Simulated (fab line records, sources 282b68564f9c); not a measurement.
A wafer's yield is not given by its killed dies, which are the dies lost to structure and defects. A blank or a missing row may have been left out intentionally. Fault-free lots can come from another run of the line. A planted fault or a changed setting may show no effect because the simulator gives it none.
fab line records	flow rit_cmos
[record] lots = 6	wafers = 18	last_day = 6
route steps=202 shown REOX@100 NLDD@103 PLDD@114 SPACER@125 NSD@131 M1@202
lots that met no fault: from a run of the same line without faults
start_h: hours from the record's opening day to when the first of the lot's shown wafers began	wait_h: time in hours since the lot's previous step	" as in the row above	L1.1+2: one row covering several wafers at once	- either no value or no given start	* or withheld: withheld	< > ~ a bound
route shown NAME@n: names a module that has steps shown in the file, with the first one's number in the route	usual: mean/standard deviation taken from wafers without a fault	same: alike in all rows	chamber/n: place in a boat	sites: per-site readings	_std_site: their standard deviation	_edge_site: the outer-site mean with the inner-site mean subtracted	radius_mm: for every site, how far away it sits from the centre of the wafer	mask NAME#n: copy n	behind: tool/chamber where the wafer was last shaped	hold: cause of the lot's hold/its duration in hours/its outcome	device: which transistor (n, p or np) failed to switch	end of line: the route-end tests of the same wafers	a step without rows: its recipe alone	killed: count of dies lost to structure and defects at first sort (not the wafer's yield)	map: a wafer's dies, x killed, . not, _ none there
set.NAME: the setting the step ran with; set.NAME@STEP: the setting that earlier step ran with	model.NAME: the simulator's own value behind a step, which no gauge read
certain route steps with their lots: each step a table, each wafer a row
services: from which hour (start_h, from the record's first day; less than 0 if before it) a tool's chamber was out of use, for how many hours, and why
[[steps]]
[step RIT_REOX_CLEAN_02]
[recipe] chemistry = SC2	mix = 3:3:50	time_s = 600	temp_c = 75	dry = n2_spin
[step RIT_REOX_OXIDATION_03]
[recipe] temp_c = 900	ambient = O2	target_thk_a = 252	ox_time_s = 5580
[step RIT_REOX_THK_MEAS_04]
[recipe] reads = SiO2_of_REOX_OXIDATION_03
[usual] REOX_OXIDE_THK = 25.4/0.54
lot.wafer	tool	chamber	start_h	wait_h	REOX_OXIDE_THK[nm]
L269.1	film_metro-02	-	41.20	0.0	25.5
L269.2	"	-	"	"	25.3
L269.3	"	-	"	"	25.6
L274.1	film_metro-01	-	66.03	0.0	24.2
L274.2	"	-	"	"	24.2
L274.6	"	-	"	"	23.9
L275.1	film_metro-01	-	70.06	0.0	26.2
L275.4	"	-	"	"	26.1
L275.6	"	-	"	"	26.4
L276.1	film_metro-01	-	75.37	0.0	24.5
L276.4	"	-	"	"	25.1
L276.5	"	-	"	"	24.9
L280.2	film_metro-04	-	95.29	0.0	25.8
L280.5	"	-	"	"	26.1
L280.6	"	-	"	"	25.5
L285.1	film_metro-01	-	120.37	0.0	25.6
L285.2	"	-	"	"	25.0
L285.3	"	-	"	"	25.2
[step RIT_NLDD_HMDS_00]
[recipe] prime_time_s = 60	prime_temp_c = 140
[step RIT_NLDD_COAT_01]
[recipe] resist = NOVOLAK	spin_rpm = 3250	resist_thk_nm = 1000
[step RIT_NLDD_SOFTBAKE_02]
[recipe] resist = NOVOLAK	temp_c = 90	time_s = 60
[step RIT_NLDD_EXPOSE_03]
[recipe] mask_id = M7	na = 0.57	target_cd_nm = 40700	dose_mj = 250
[step RIT_NLDD_PEB_04]
[recipe] resist = NOVOLAK	temp_c = withheld	time_s = withheld
[step RIT_NLDD_DEVELOP_05]
[recipe] resist = NOVOLAK	develop_time_s = 50	dev_temp_c = 23
[step RIT_NLDD_OVL_MEAS_06]
[usual] NLDD_OVL = 1.6/1.4
lot.wafer	tool	chamber	start_h	wait_h	NLDD_OVL[nm]
L269.1	overlay-01	-	42.11	-	1.6
L269.2	"	-	"	"	2.2
L269.3	"	-	"	"	2.9
L274.1	overlay-01	-	67.25	-	3.4
L274.2	"	-	"	"	3.8
L274.6	"	-	"	"	3.2
L275.1	overlay-01	-	71.15	-	1.9
L275.4	"	-	"	"	4.0
L275.6	"	-	"	"	4.9
L276.1	overlay-01	-	76.28	-	3.0
L276.4	"	-	"	"	3.5
L276.5	"	-	"	"	3.4
L280.2	overlay-02	-	96.54	-	0.8
L280.5	"	-	"	"	1.9
L280.6	"	-	"	"	-0.3
L285.1	overlay-01	-	121.41	-	-0.4
L285.2	"	-	"	"	0.7
L285.3	"	-	"	"	1.6
[step RIT_NLDD_HARDBAKE_07]
[recipe] resist = NOVOLAK	temp_c = 140	time_s = 60
[step RIT_NLDD_IMPLANT_08]
[recipe] species = P	energy_kev = 20	dose_cm2 = 5.08e+14	tilt_deg = 7
[step RIT_NLDD_STRIP_09]
[recipe] chemistry = O2	time_s = 180	resist = NOVOLAK	platen_temp_c = withheld	power_w = 500	pressure_mtorr = 4000	o2_flow_sccm = 4000
[usual] drypump_motor_current_A = 5.6/0.45
[same] time_s = 180
lot.wafer	tool	chamber	start_h	wait_h	drypump_motor_current_A	rf_hours_counter_h
L269.1	plasma_asher-04	1	42.45	0.1	4.9	42
L269.2	"	0	"	"	5.5	42
L269.3	"	0	"	"	5.5	-
L274.1	plasma_asher-03	1	67.59	0.1	5.2	26
L274.2	"	0	"	"	6.3	26
L274.6	"	0	"	"	6.3	-
L275.1	plasma_asher-04	1	71.49	0.1	4.9	45
L275.4	"	1	"	"	4.9	-
L275.6	"	0	"	"	5.5	-
L276.1	plasma_asher-03	0	76.62	0.1	6.4	27
L276.4	"	1	"	"	5.2	-
L276.5	"	1	"	"	5.2	-
L280.2	plasma_asher-03	0	97.01	0.1	6.3	29
L280.5	"	0	"	"	6.4	-
L280.6	"	1	"	"	5.2	-
L285.1	plasma_asher-02	0	121.74	0.1	5.8	47
L285.2	"	1	"	"	5.8	47
L285.3	"	1	"	"	5.8	-
[step RIT_NLDD_TW_MEAS_10]
[usual] NLDD_TW = 2490/22
lot.wafer	tool	chamber	start_h	wait_h	NLDD_TW
L269.1	film_metro-02	-	42.62	0.1	2478
L269.2	"	-	"	"	2485
L269.3	"	-	"	"	2470
L274.1	film_metro-04	-	67.76	0.1	2509
L274.2	"	-	"	"	2511
L274.6	"	-	"	"	2514
L275.1	film_metro-04	-	71.66	0.1	2496
L275.4	"	-	"	"	2498
L275.6	"	-	"	"	2505
L276.1	film_metro-02	-	76.79	0.1	2468
L276.4	"	-	"	"	2460
L276.5	"	-	"	"	2469
L280.2	film_metro-02	-	97.19	0.1	2471
L280.5	"	-	"	"	2469
L280.6	"	-	"	"	2464
L285.1	film_metro-03	-	121.92	0.1	2471
L285.2	"	-	"	"	2469
L285.3	"	-	"	"	2467
[step RIT_PLDD_HMDS_00]
[recipe] prime_time_s = 60	prime_temp_c = 140
[step RIT_PLDD_COAT_01]
[recipe] resist = NOVOLAK	spin_rpm = 3250	resist_thk_nm = 1000
[step RIT_PLDD_SOFTBAKE_02]
[recipe] resist = NOVOLAK	temp_c = 90	time_s = 60
[step RIT_PLDD_EXPOSE_03]
[recipe] mask_id = M8	na = 0.57	target_cd_nm = 40900	dose_mj = 250
[step RIT_PLDD_PEB_04]
[recipe] resist = NOVOLAK	temp_c = withheld	time_s = withheld
[step RIT_PLDD_DEVELOP_05]
[recipe] resist = NOVOLAK	develop_time_s = 50	dev_temp_c = 23
[step RIT_PLDD_OVL_MEAS_06]
[usual] PLDD_OVL = 1.1/1.4
lot.wafer	tool	chamber	start_h	wait_h	PLDD_OVL[nm]
L269.1	overlay-01	-	43.53	-	2.6
L269.2	"	-	"	"	-0.2
L269.3	"	-	"	"	0.6
L274.1	overlay-02	-	68.67	-	1.6
L274.2	"	-	"	"	3.0
L274.6	"	-	"	"	2.1
L275.1	overlay-02	-	72.57	-	-2.5
L275.4	"	-	"	"	-0.2
L275.6	"	-	"	"	0.2
L276.1	overlay-01	-	77.83	-	2.6
L276.4	"	-	"	"	2.9
L276.5	"	-	"	"	2.7
L280.2	overlay-02	-	98.23	-	0.9
L280.5	"	-	"	"	0.6
L280.6	"	-	"	"	0.7
L285.1	overlay-01	-	122.83	-	2.3
L285.2	"	-	"	"	0.6
L285.3	"	-	"	"	1.3
[step RIT_PLDD_HARDBAKE_07]
[recipe] resist = NOVOLAK	temp_c = 140	time_s = 60
[step RIT_PLDD_IMPLANT_08]
[recipe] species = BF2	energy_kev = 19.81	dose_cm2 = 9e+14	tilt_deg = 7
[step RIT_PLDD_STRIP_09]
[recipe] chemistry = O2	time_s = 180	resist = NOVOLAK	platen_temp_c = withheld	power_w = 500	pressure_mtorr = 4000	o2_flow_sccm = 4000
[usual] drypump_motor_current_A = 5.5/0.34
[same] time_s = 180
lot.wafer	tool	chamber	start_h	wait_h	drypump_motor_current_A	rf_hours_counter_h
L269.1	plasma_asher-04	1	43.87	0.1	5.0	42
L269.2	"	0	"	"	5.5	42
L269.3	"	0	"	"	5.5	-
L274.1	plasma_asher-02	1	69.01	0.1	5.8	42
L274.2	"	0	"	"	5.7	42
L274.6	"	1	"	"	5.8	-
L275.1	plasma_asher-01	0	72.91	0.1	5.6	43
L275.4	"	0	"	"	5.6	-
L275.6	"	1	"	"	6.0	-
L276.1	plasma_asher-02	1	78.16	0.1	5.8	43
L276.4	"	1	"	"	5.8	-
L276.5	"	0	"	"	5.8	-
L280.2	plasma_asher-01	1	98.56	0.1	6.0	46
L280.5	"	0	"	"	5.6	-
L280.6	"	1	"	"	6.0	-
L285.1	plasma_asher-01	0	123.16	0.1	5.6	1
L285.2	"	1	"	"	6.0	1
L285.3	"	0	"	"	5.6	-
[step RIT_PLDD_TW_MEAS_10]
[usual] PLDD_TW = 2332/21
lot.wafer	tool	chamber	start_h	wait_h	PLDD_TW
L269.1	film_metro-03	-	44.04	0.1	2325
L269.2	"	-	"	"	2317
L269.3	"	-	"	"	2321
L274.1	film_metro-03	-	69.18	0.1	2344
L274.2	"	-	"	"	2342
L274.6	"	-	"	"	2340
L275.1	film_metro-04	-	73.09	0.1	2348
L275.4	"	-	"	"	2339
L275.6	"	-	"	"	2362
L276.1	film_metro-04	-	78.34	0.1	2358
L276.4	"	-	"	"	2370
L276.5	"	-	"	"	2364
L280.2	film_metro-04	-	98.74	0.1	2334
L280.5	"	-	"	"	2346
L280.6	"	-	"	"	2342
L285.1	film_metro-03	-	123.34	0.1	2304
L285.2	"	-	"	"	2303
L285.3	"	-	"	"	2308
[step RIT_SPACER_CLEAN_00]
[recipe] chemistry = SC1	mix = 3:3:50	time_s = 600	temp_c = 75
[step RIT_SPACER_CLEAN_01]
[recipe] chemistry = dHF	dilution = 50:1	time_s = 30
[step RIT_SPACER_CLEAN_02]
[recipe] chemistry = SC2	mix = 3:3:50	time_s = 600	temp_c = 75	dry = n2_spin
[step RIT_SPACER_CVD_03]
[recipe] material = Si3N4	target_thk_nm = 250	temp_c = 810	precursor = SiH2Cl2/NH3	time_s = 3300	pressure_mtorr = 300	sih2cl2_flow_sccm = 60	nh3_flow_sccm = 150
[step RIT_SPACER_THK_MEAS_04]
[recipe] reads = Si3N4_of_SPACER_CVD_03
[usual] SPACER_NITRIDE_THK = 249.8/1.9
lot.wafer	tool	chamber	start_h	wait_h	SPACER_NITRIDE_THK[nm]
L269.1	film_metro-03	-	46.39	0.0	247.8
L269.2	"	-	"	"	248.9
L269.3	"	-	"	"	247.6
L274.1	film_metro-03	-	71.88	0.0	248.6
L274.2	"	-	"	"	248.6
L274.6	"	-	"	"	249.1
L275.1	film_metro-02	-	75.45	0.0	246.8
L275.4	"	-	"	"	246.6
L275.6	"	-	"	"	245.8
L276.1	film_metro-01	-	80.70	0.0	253.3
L276.4	"	-	"	"	252.9
L276.5	"	-	"	"	250.5
L280.2	film_metro-03	-	101.10	0.0	248.6
L280.5	"	-	"	"	249.5
L280.6	"	-	"	"	251.1
L285.1	film_metro-03	-	125.70	0.0	248.7
L285.2	"	-	"	"	249.7
L285.3	"	-	"	"	249.2
[step RIT_SPACER_ETCHBACK_05]
[recipe] target_depth_a = 2500	SF6_flow_sccm = 30	CHF3_flow_sccm = 30	target = Si3N4	chemistry = SF6/CHF3	pressure_mtorr = 40	rf_w = 250	time_s = 240	stop_on = SiO2
[usual] drypump_motor_current_A = 5.5/0.36	oes_product_au = 0.843/0.015	throttle_valve_pct = 10.26/0.18
[same] time_s = 240
lot.wafer	tool	chamber	start_h	wait_h	drypump_motor_current_A	oes_product_au	rf_hours_counter_h	throttle_valve_pct
L269.1	rie_diel-02	1	46.45	0.1	5.3	0.839	4	10.48
L269.2	"	2	"	"	4.9	0.819	33	10.21
L269.3	"	3	"	"	5.5	0.846	86	10.10
L274.1	rie_diel-01	1	71.94	0.1	5.6	0.842	66	10.46
L274.2	"	3	"	"	4.9	0.818	0	10.17
L274.6	"	2	"	"	6.0	0.868	-	10.05
L275.1	rie_diel-02	1	75.51	0.1	5.3	0.838	4	10.48
L275.4	"	0	"	"	5.8	0.834	110	10.33
L275.6	"	2	"	"	5.0	0.813	-	10.22
L276.1	rie_diel-02	1	80.76	0.1	5.3	0.866	4	10.47
L276.4	"	0	"	"	5.8	0.851	110	10.33
L276.5	"	2	"	"	4.9	0.818	-	10.22
L280.2	rie_diel-02	0	101.15	0.0	5.8	0.834	110	10.33
L280.5	"	1	"	"	5.3	0.842	-	10.46
L280.6	"	2	"	"	4.9	0.822	-	10.22
L285.1	rie_diel-04	0	125.76	0.1	5.7	0.849	136	10.33
L285.2	"	1	"	"	6.1	0.862	15	10.16
L285.3	"	2	"	"	5.6	0.836	127	9.95
[step RIT_NSD_HMDS_00]
[recipe] prime_time_s = 60	prime_temp_c = 140
[step RIT_NSD_COAT_01]
[recipe] resist = NOVOLAK	spin_rpm = 3250	resist_thk_nm = 1000
[step RIT_NSD_SOFTBAKE_02]
[recipe] resist = NOVOLAK	temp_c = 90	time_s = 60
[step RIT_NSD_EXPOSE_03]
[recipe] mask_id = M9	na = 0.57	target_cd_nm = 40700	dose_mj = 250
[step RIT_NSD_PEB_04]
[recipe] resist = NOVOLAK	temp_c = withheld	time_s = withheld
[step RIT_NSD_DEVELOP_05]
[recipe] resist = NOVOLAK	develop_time_s = 50	dev_temp_c = 23
[step RIT_NSD_OVL_MEAS_06]
[usual] NSD_OVL = 0.5/1.5
lot.wafer	tool	chamber	start_h	wait_h	NSD_OVL[nm]
L269.1	overlay-01	-	47.62	-	1.4
L269.2	"	-	"	"	1.5
L269.3	"	-	"	"	-0.5
L274.1	overlay-02	-	72.94	-	2.0
L274.2	"	-	"	"	2.6
L274.6	"	-	"	"	1.4
L275.1	overlay-01	-	76.64	-	-1.1
L275.4	"	-	"	"	-0.7
L275.6	"	-	"	"	0.1
L276.1	overlay-02	-	81.76	-	-1.9
L276.4	"	-	"	"	-1.7
L276.5	"	-	"	"	-2.4
L280.2	overlay-02	-	102.16	-	0.7
L280.5	"	-	"	"	1.2
L280.6	"	-	"	"	2.0
L285.1	overlay-01	-	126.84	-	2.4
L285.2	"	-	"	"	1.3
L285.3	"	-	"	"	0.4
[step RIT_NSD_HARDBAKE_07]
[recipe] resist = NOVOLAK	temp_c = 140	time_s = 60
[step RIT_NSD_IMPLANT_08]
[recipe] species = P	energy_kev = 25	dose_cm2 = 1e+15	tilt_deg = 7
[step RIT_NSD_STRIP_09]
[recipe] chemistry = O2	time_s = 180	resist = NOVOLAK	platen_temp_c = withheld	power_w = 500	pressure_mtorr = 4000	o2_flow_sccm = 4000
[usual] drypump_motor_current_A = 5.8/0.35
[same] time_s = 180
lot.wafer	tool	chamber	start_h	wait_h	drypump_motor_current_A	rf_hours_counter_h
L269.1	plasma_asher-03	1	47.95	0.1	5.2	24
L269.2	"	0	"	"	6.4	24
L269.3	"	1	"	"	5.2	-
L274.1	plasma_asher-02	0	73.27	0.1	5.8	43
L274.2	"	1	"	"	5.8	43
L274.6	"	0	"	"	5.8	-
L275.1	plasma_asher-02	0	76.98	0.1	5.8	43
L275.4	"	1	"	"	5.8	-
L275.6	"	1	"	"	5.8	-
L276.1	plasma_asher-01	0	82.09	0.1	5.6	44
L276.4	"	1	"	"	6.0	-
L276.5	"	0	"	"	5.7	-
L280.2	plasma_asher-01	0	102.49	0.1	5.6	47
L280.5	"	0	"	"	5.6	-
L280.6	"	1	"	"	6.0	-
L285.1	plasma_asher-03	0	127.17	0.1	6.3	32
L285.2	"	1	"	"	5.2	32
L285.3	"	1	"	"	5.2	-
[step RIT_NSD_TW_MEAS_10]
[usual] NSD_TW = 3098/27
lot.wafer	tool	chamber	start_h	wait_h	NSD_TW
L269.1	film_metro-02	-	48.13	0.1	3103
L269.2	"	-	"	"	3094
L269.3	"	-	"	"	3086
L274.1	film_metro-02	-	73.45	0.1	3066
L274.2	"	-	"	"	3072
L274.6	"	-	"	"	3066
L275.1	film_metro-04	-	77.15	0.1	3155
L275.4	"	-	"	"	3160
L275.6	"	-	"	"	3133
L276.1	film_metro-02	-	82.27	0.1	3061
L276.4	"	-	"	"	3054
L276.5	"	-	"	"	3064
L280.2	film_metro-02	-	102.67	0.1	3083
L280.5	"	-	"	"	3084
L280.6	"	-	"	"	3082
L285.1	film_metro-04	-	127.35	0.1	3141
L285.2	"	-	"	"	3131
L285.3	"	-	"	"	3126
[step RIT_M1_PROBE_99]
[usual] killed_at_contacts = 0.1/0.25	killed_at_front_end = 7.1/2.9	killed_dies = 7.2/2.9	killed_open = 3.6/1.9	killed_short = 3.5/1.9
[same] gross_dies = 264	killed_at_M0_to_M3 = 0	killed_at_M4_up = 0	killed_at_back_side = 0	killed_at_other = 0
lot.wafer	tool	chamber	start_h	wait_h	killed_at_contacts	killed_at_front_end	killed_dies	killed_open	killed_short
L269.1	prober-02	-	57.73	0.1	0	5	5	2	3
L269.2	prober-02	-	57.78	0.1	0	13	13	6	7
L269.3	prober-02	-	57.83	0.2	0	3	3	3	0
L274.1	prober-01	-	83.67	0.1	0	7	7	3	4
L274.2	prober-01	-	83.72	0.1	0	5	5	3	2
L274.6	prober-01	-	83.92	0.2	0	4	4	2	2
L276.1	prober-01	-	91.53	0.1	0	44	44	5	3
L280.2	prober-02	-	116.37	0.1	0	51	51	2	4
L280.5	prober-02	-	116.52	0.2	0	47	47	3	4
L280.6	prober-02	-	116.57	0.2	0	10	10	8	2
L285.1	prober-01	-	138.00	0.1	0	9	9	2	7
L285.2	prober-01	-	138.05	0.1	0	4	4	3	1
L285.3	prober-01	-	138.10	0.2	0	2	2	1	1
// killed by level:class
L269.1 FOX1:geometric_particle:short=1 FOX1:geometric_particle:open=1 FOX2:geometric_particle:short=1 GATE:geometric_particle:short=1 REOX:geometric_particle:open=1
L269.2 GATE:geometric_particle:short=4 FOX1:geometric_particle:open=3 GATE:geometric_particle:open=2 SILICIDE:geometric_particle:short=2 REOX:geometric_particle:open=1 SPACER:geometric_particle:short=1
L269.3 FOX2:geometric_particle:open=1 REOX:geometric_particle:open=1 SILICIDE:geometric_particle:open=1
L274.1 FOX2:geometric_particle:short=2 GATE:geometric_particle:open=2 GATE:geometric_particle:short=1 SPACER:geometric_particle:short=1 SILICIDE:geometric_particle:open=1
L274.2 FOX2:geometric_particle:open=1 FOX2:geometric_particle:short=1 GATE:geometric_particle:short=1 REOX:geometric_particle:open=1 SILICIDE:geometric_particle:open=1
L274.6 FOX1:geometric_particle:short=1 GATE:geometric_particle:open=1 REOX:geometric_particle:short=1 SPACER:geometric_particle:open=1
L276.1 NLDD:unspecified=36 FOX1:geometric_particle:open=2 GATE:geometric_particle:short=1 REOX:geometric_particle:open=1 REOX:geometric_particle:short=1 SPACER:geometric_particle:open=1 SILICIDE:geometric_particle:short=1 SILICIDE:geometric_particle:open=1
L280.2 NLDD:unspecified=45 GATE:geometric_particle:short=3 GATE:geometric_particle:open=1 REOX:geometric_particle:open=1 SILICIDE:geometric_particle:short=1
L280.5 NLDD:unspecified=40 SILICIDE:geometric_particle:open=2 FOX1:geometric_particle:short=1 GATE:geometric_particle:open=1 GATE:geometric_particle:short=1 REOX:geometric_particle:short=1 SILICIDE:geometric_particle:short=1
L280.6 GATE:geometric_particle:open=3 REOX:geometric_particle:open=3 GATE:geometric_particle:short=2 FOX1:geometric_particle:open=1 SILICIDE:geometric_particle:open=1
L285.1 SPACER:geometric_particle:short=3 FOX1:geometric_particle:open=2 FOX2:geometric_particle:short=2 GATE:geometric_particle:short=2
L285.2 GATE:geometric_particle:open=2 SPACER:geometric_particle:open=1 SPACER:geometric_particle:short=1
L285.3 GATE:geometric_particle:open=1 SPACER:geometric_particle:short=1
// map L276.1 (x killed, . not)
________......._______
_____.............____
____......x........___
___..x...x.xxx......__
__......xxxxx........_
__.....xxxxxxxx......_
_......xxxxxxx........
_......xxxxxxx........
_...x....xxxx.........
_.....x..x............
__x..........x......._
__..........x........_
___.................__
____...............___
_____............x____
________......._______
// map L280.2 (x killed, . not)
________..xx..._______
_____........x....____
____...............___
___.....xxx.........__
__....x.xxxxx........_
__......xxxxxxxx....._
_.....xxxxxxxxxx......
_..x...xxxxxxxxx......
_......xxxxxxxx.......
_.........x.x.........
__..............x...._
__..................._
___.................__
____...............___
_____.............____
________......._______
[[services]]
tool	chamber	start_h	hours	kind
plasma_asher-02	-	19.21	2.5	repair
plasma_asher-03	-	21.76	15.6	pm
plasma_asher-01	-	34.24	5.5	repair
rie_diel-02	2	34.72	10.8	repair
rie_diel-01	3	35.27	6.7	repair
rie_diel-01	3	44.84	-	clean
rie_diel-01	3	44.84	25.6	scheduled_down
rie_diel-01	3	44.84	25.6	vent_cycle
plasma_asher-04	-	52.02	1.9	repair
rie_diel-04	2	55.77	5.1	repair
rie_diel-01	-	107.33	0.5	repair
plasma_asher-01	-	108.75	9.0	pm
plasma_asher-01	0	108.75	9.0	vent_cycle
plasma_asher-01	1	108.75	9.0	vent_cycle
plasma_asher-02	-	109.32	2.8	pm
plasma_asher-01	0	117.75	-	clean
plasma_asher-01	1	117.75	-	clean
[[key]]
[first_sign] step = RIT_M1_PROBE_99	reading = killed_at_front_end	direction = up	sigmas = 14	usual = 7.1	struck = 47.3
[effect] step = RIT_M1_PROBE_99	reading = killed_dies	direction = up	sigmas = 14	usual = 7.2	struck = 47.3
met_at RIT_NLDD_STRIP_09
struck_wafers L276.1,L280.2,L280.5
tester_left_out L276,L280
onset_between 67.59 76.62
[fault] kind = chamber_particle_source	tool = plasma_asher-03	chamber = 0	onset_h = 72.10	steps = RIT_NLDD_STRIP_09	rate_per_visit_cm2 = 1.9913	end_h = 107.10
// tester_left_out: of these lots the tester's yield and bins aren't shown, on N5 and GAA mostly nor the transistor test; their killed dies are dies lost to structure and defects alone, not to doping, threshold or leakage, so they don't give the yield
